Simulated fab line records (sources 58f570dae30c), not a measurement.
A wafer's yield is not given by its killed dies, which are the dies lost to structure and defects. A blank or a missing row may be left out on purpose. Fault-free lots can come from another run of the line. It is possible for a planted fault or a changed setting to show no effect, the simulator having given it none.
fab line records ; flow berkeley-cmos170
record lots=14; wafers=42; last-day=13
route steps=331 shown NSD@194 SDANNEAL@205 M1@240 M2@280
lots with no fault: from the same line, run without faults
start-h: start of the lot's first displayed wafer, in hours after the record's first day ; wait-h: how many hours have passed since the lot's step before this one ; " identical to the entry in the row above ; L1.1+2: one row covering several wafers at once ; - no value present, or no start provided ; * or withheld: withheld ; < > ~ a bound
route shown NAME@n: NAME is a module with steps in the file, n the number in the route of the first one ; usual: the fault-free wafers' mean and standard deviation ; same: alike in all rows ; chamber/n: place in a boat ; sites: per-site readings ; _std_site: standard deviation across them ; _edge_site: mean of outer sites minus mean of inner sites ; radius-mm: for every site, how far away it sits from the centre of the wafer ; mask NAME#n: copy n ; behind: the most recent tool/chamber to have shaped the wafer ; hold: cause of the lot's hold/its duration in hours/its outcome ; device: the transistor (n, p or np) that didn't switch ; end of line: at the end of the route, the tests of the same wafers ; a step given without rows: its recipe and nothing more ; killed: count of dies lost to structure and defects at first sort (not the wafer's yield) ; map: shows each die of a wafer: x if killed, . if not, _ if none is there
set.NAME: the setting that was run; set.NAME@STEP: the one run at that earlier step ; model.NAME: the simulator's own value behind a step, which no gauge read
the route's steps for a sample of lots (tables are steps, rows are wafers)
## steps
# step UCB170_NSD_OVL_MEAS_07
# usual NSD_OVL=-1/5.5
lot.wafer;tool;chamber;start-h;wait-h;NSD_OVL[nm]
L459.2;overlay-02;-;155.20;0.1;-8
L459.5;overlay-02;-;155.20;0.1;-3
L459.6;overlay-02;-;155.20;0.1;-7
L457.1;overlay-01;-;155.22;0.1;-8
L457.4;overlay-01;-;155.22;0.1;-1
L457.5;overlay-01;-;155.22;0.1;-5
L460.1;overlay-02;-;163.60;0.1;1
L460.3;overlay-02;-;163.60;0.1;-4
L460.5;overlay-02;-;163.60;0.1;2
L462.1;overlay-02;-;181.54;0.1;-4
L462.2;overlay-02;-;181.54;0.1;-1
L462.6;overlay-02;-;181.54;0.1;-6
L461.3;overlay-02;-;181.82;0.1;5
L461.4;overlay-02;-;181.82;0.1;-2
L461.6;overlay-02;-;181.82;0.1;4
L463.1;overlay-02;-;195.89;0.1;8
L463.2;overlay-02;-;195.89;0.1;1
L463.6;overlay-02;-;195.89;0.1;2
L466.2;overlay-02;-;195.93;0.2;-8
L466.3;overlay-02;-;195.93;0.2;-7
L466.5;overlay-02;-;195.93;0.2;-11
L464.1;overlay-02;-;196.04;0.1;-9
L464.2;overlay-02;-;196.04;0.1;-6
L464.3;overlay-02;-;196.04;0.1;-6
L467.3;overlay-01;-;227.79;0.1;-5
L467.4;overlay-01;-;227.79;0.1;-1
L467.5;overlay-01;-;227.79;0.1;-9
L475.1;overlay-01;-;254.72;0.1;-4
L475.4;overlay-01;-;254.72;0.1;-5
L475.5;overlay-01;-;254.72;0.1;1
L476.1;overlay-01;-;265.26;0.1;5
L476.2;overlay-01;-;265.26;0.1;-3
L476.4;overlay-01;-;265.26;0.1;9
L479.4;overlay-02;-;285.91;0.1;-2
L479.5;overlay-02;-;285.91;0.1;2
L479.6;overlay-02;-;285.91;0.1;-1
L478.1;overlay-01;-;286.08;0.1;-5
L478.2;overlay-01;-;286.08;0.1;-4
L478.4;overlay-01;-;286.08;0.1;-7
L480.1;overlay-02;-;286.14;0.1;0
L480.3;overlay-02;-;286.14;0.1;1
L480.4;overlay-02;-;286.14;0.1;1
# step UCB170_SDANNEAL_RTA_01
# recipe temp-c=1050; time-s=5; ambient=N2
# usual lamp-power-pct=41/5.1; wafer_temp_C_max=1054.8/1.7
# same time-s=5
lot.wafer;tool;chamber;start-h;wait-h;lamp-power-pct;wafer_temp_C_max
L459.2;rtp-anneal-01;0;156.51;0.1;46;1052.9
L459.5;rtp-anneal-01;0;156.51;0.1;46;1052.9
L459.6;rtp-anneal-01;0;156.51;0.1;46;1053.2
L457.1;rtp-anneal-02;0;156.68;0.1;36;1056.2
L457.4;rtp-anneal-02;0;156.68;0.1;36;1056.5
L457.5;rtp-anneal-02;0;156.68;0.1;36;1057.2
L460.1;rtp-anneal-01;0;168.18;0.1;46;1052.9
L460.3;rtp-anneal-01;0;168.18;0.1;46;1052.8
L460.5;rtp-anneal-01;0;168.18;0.1;46;1054.6
L462.1;rtp-anneal-02;0;182.93;0.1;36;1056.7
L462.2;rtp-anneal-02;0;182.93;0.1;36;1055.1
L462.6;rtp-anneal-02;0;182.93;0.1;36;1055.4
L461.3;rtp-anneal-01;0;183.16;0.1;46;1053.4
L461.4;rtp-anneal-01;0;183.16;0.1;46;1052.9
L461.6;rtp-anneal-01;0;183.16;0.1;46;1052.9
L463.1;rtp-anneal-01;0;197.22;0.1;46;1052.8
L463.2;rtp-anneal-01;0;197.22;0.1;46;1053.5
L463.6;rtp-anneal-01;0;197.22;0.1;46;1052.1
L466.2;rtp-anneal-02;0;197.27;0.1;36;1056.8
L466.3;rtp-anneal-02;0;197.27;0.1;36;1055.0
L466.5;rtp-anneal-02;0;197.27;0.1;36;1055.1
L464.1;rtp-anneal-01;0;197.41;0.1;46;1052.7
L464.2;rtp-anneal-01;0;197.41;0.1;46;1053.9
L464.3;rtp-anneal-01;0;197.41;0.1;46;1052.9
L467.3;rtp-anneal-02;0;229.19;0.1;36;1056.6
L467.4;rtp-anneal-02;0;229.19;0.1;36;1058.0
L467.5;rtp-anneal-02;0;229.19;0.1;36;1055.8
L475.1;rtp-anneal-01;0;256.45;0.1;46;1052.0
L475.4;rtp-anneal-01;0;256.45;0.1;46;1053.9
L475.5;rtp-anneal-01;0;256.45;0.1;46;1053.8
L476.1;rtp-anneal-02;0;266.82;0.1;36;1055.9
L476.2;rtp-anneal-02;0;266.82;0.1;36;1056.3
L476.4;rtp-anneal-02;0;266.82;0.1;36;1056.0
L478.1;rtp-anneal-02;0;287.56;0.1;36;1058.1
L478.2;rtp-anneal-02;0;287.56;0.1;36;1056.5
L478.4;rtp-anneal-02;0;287.56;0.1;36;1055.5
L479.4;rtp-anneal-01;0;287.60;0.1;46;1054.2
L479.5;rtp-anneal-01;0;287.60;0.1;46;1053.9
L479.6;rtp-anneal-01;0;287.60;0.1;46;1053.6
L480.1;rtp-anneal-02;0;287.85;0.1;36;1056.1
L480.3;rtp-anneal-02;0;287.85;0.1;36;1057.3
L480.4;rtp-anneal-02;0;287.85;0.1;36;1055.1
# step UCB170_M1_THK_MEAS_02
# recipe thk-meas-gauge=xrf; reads=Al_of_M1_SPUTTER_00
# usual M1_AL_THK=602/9.8
lot.wafer;tool;chamber;start-h;wait-h;M1_AL_THK[nm]
L459.2;film-metro-01;-;162.39;0.1;602
L459.5;film-metro-01;-;162.39;0.1;599
L459.6;film-metro-01;-;162.39;0.1;594
L457.1;film-metro-03;-;162.50;0.1;611
L457.4;film-metro-03;-;162.50;0.1;615
L457.5;film-metro-03;-;162.50;0.1;612
L460.1;film-metro-02;-;173.80;0.1;612
L460.3;film-metro-02;-;173.80;0.1;612
L460.5;film-metro-02;-;173.80;0.1;599
L462.1;film-metro-01;-;188.42;0.1;596
L462.2;film-metro-01;-;188.42;0.1;587
L462.6;film-metro-01;-;188.42;0.1;596
L461.3;film-metro-03;-;188.75;0.1;599
L461.4;film-metro-03;-;188.75;0.1;596
L461.6;film-metro-03;-;188.75;0.1;596
L463.1;film-metro-03;-;202.89;0.1;605
L463.2;film-metro-03;-;202.89;0.1;607
L463.6;film-metro-03;-;202.89;0.1;597
L466.2;film-metro-01;-;204.31;0.1;609
L466.3;film-metro-01;-;204.31;0.1;598
L466.5;film-metro-01;-;204.31;0.1;598
L464.1;film-metro-01;-;204.67;0.1;594
L464.2;film-metro-01;-;204.67;0.1;610
L464.3;film-metro-01;-;204.67;0.1;614
L467.3;film-metro-01;-;235.39;0.1;604
L467.4;film-metro-01;-;235.39;0.1;585
L467.5;film-metro-01;-;235.39;0.1;589
L475.1;film-metro-02;-;262.82;0.1;614
L475.4;film-metro-02;-;262.82;0.1;608
L475.5;film-metro-02;-;262.82;0.1;601
L476.1;film-metro-02;-;272.60;0.1;629
L476.2;film-metro-02;-;272.60;0.1;611
L476.4;film-metro-02;-;272.60;0.1;618
L478.1;film-metro-01;-;293.05;0.1;598
L478.2;film-metro-01;-;293.05;0.1;610
L478.4;film-metro-01;-;293.05;0.1;601
L479.4;film-metro-02;-;294.28;0.1;605
L479.5;film-metro-02;-;294.28;0.1;601
L479.6;film-metro-02;-;294.28;0.1;616
L480.1;film-metro-02;-;294.68;0.1;598
L480.3;film-metro-02;-;294.68;0.1;585
L480.4;film-metro-02;-;294.68;0.1;609
# step UCB170_M2_COAT_09
# recipe resist=BARC; temp-c=withheld; time-s=withheld; spin-rpm=3000; resist-thk-nm=withheld
# usual dispense-pressure-kPa=52/5.6; spin-speed-rpm=3000.4/2.2
lot.wafer;tool;chamber;start-h;wait-h;dispense-pressure-kPa;spin-speed-rpm
L459.2;litho-track-02;0;171.24;0.0;48;2999.0
L459.5;litho-track-02;0;171.24;0.0;48;2999.3
L459.6;litho-track-02;0;171.24;0.0;48;3000.9
L457.1;litho-track-04;0;171.66;0.0;58;3001.2
L457.4;litho-track-04;0;171.66;0.0;58;3000.3
L457.5;litho-track-04;0;171.66;0.0;58;3000.7
L460.1;litho-track-04;0;181.40;0.4;58;3000.3
L460.3;litho-track-04;0;181.40;0.4;58;3001.6
L460.5;litho-track-04;0;181.40;0.4;58;2999.3
L461.3;litho-track-02;0;197.73;0.1;48;3000.1
L461.4;litho-track-02;0;197.73;0.1;48;3000.1
L461.6;litho-track-02;0;197.73;0.1;48;3003.6
L462.1;litho-track-01;0;197.86;0.0;46;3000.0
L462.2;litho-track-01;0;197.86;0.0;46;2995.0
L462.6;litho-track-01;0;197.86;0.0;46;3004.8
L463.1;litho-track-04;0;210.65;0.2;58;3003.8
L463.2;litho-track-04;0;210.65;0.2;58;2999.7
L463.6;litho-track-04;0;210.65;0.2;58;3000.6
L466.2;litho-track-02;0;211.99;0.0;48;3000.0
L466.3;litho-track-02;0;211.99;0.0;48;3001.7
L466.5;litho-track-02;0;211.99;0.0;48;2998.6
L464.1;litho-track-04;0;212.55;0.4;58;3000.5
L464.2;litho-track-04;0;212.55;0.4;58;2998.6
L464.3;litho-track-04;0;212.55;0.4;58;3003.8
L467.3;litho-track-02;0;245.63;0.2;48;2998.1
L467.4;litho-track-02;0;245.63;0.2;48;3001.4
L467.5;litho-track-02;0;245.63;0.2;48;2999.4
L475.1;litho-track-02;0;271.14;0.0;48;2811.6
L475.4;litho-track-02;0;271.14;0.0;48;2807.2
L475.5;litho-track-02;0;271.14;0.0;48;2812.5
L476.1;litho-track-02;0;278.98;0.3;48;2809.5
L476.2;litho-track-02;0;278.98;0.3;48;2810.7
L476.4;litho-track-02;0;278.98;0.3;48;2811.3
L479.4;litho-track-04;0;303.43;0.3;58;3002.5
L479.5;litho-track-04;0;303.43;0.3;58;2999.7
L479.6;litho-track-04;0;303.43;0.3;58;2999.9
L478.1;litho-track-01;0;303.45;0.3;46;2998.0
L478.2;litho-track-01;0;303.45;0.3;46;3002.0
L478.4;litho-track-01;0;303.45;0.3;46;3002.0
L480.1;litho-track-04;0;305.37;0.0;58;2998.8
L480.3;litho-track-04;0;305.37;0.0;58;3003.9
L480.4;litho-track-04;0;305.37;0.0;58;2999.7
## key
first-sign step=UCB170_M2_COAT_09; reading=spin-speed-rpm; direction=down; sigmas=88; usual=3000.4; struck=2810.5
effect none on later readings
met-at UCB170_M2_COAT_09
struck-lots L475,L476
not-acting-at UCB170_NSD_OVL_MEAS_07,UCB170_SDANNEAL_RTA_01,UCB170_M1_THK_MEAS_02
onset-between 245.63 271.14
fault kind=process-parameter-drift; tool=litho-track-02; chamber=-; onset-h=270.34; steps=UCB170_M2_COAT_09; channel=spin-rpm; offset=-192.14; shape=step; end-h=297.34; acts-in=these-recipes-only; stated=3000
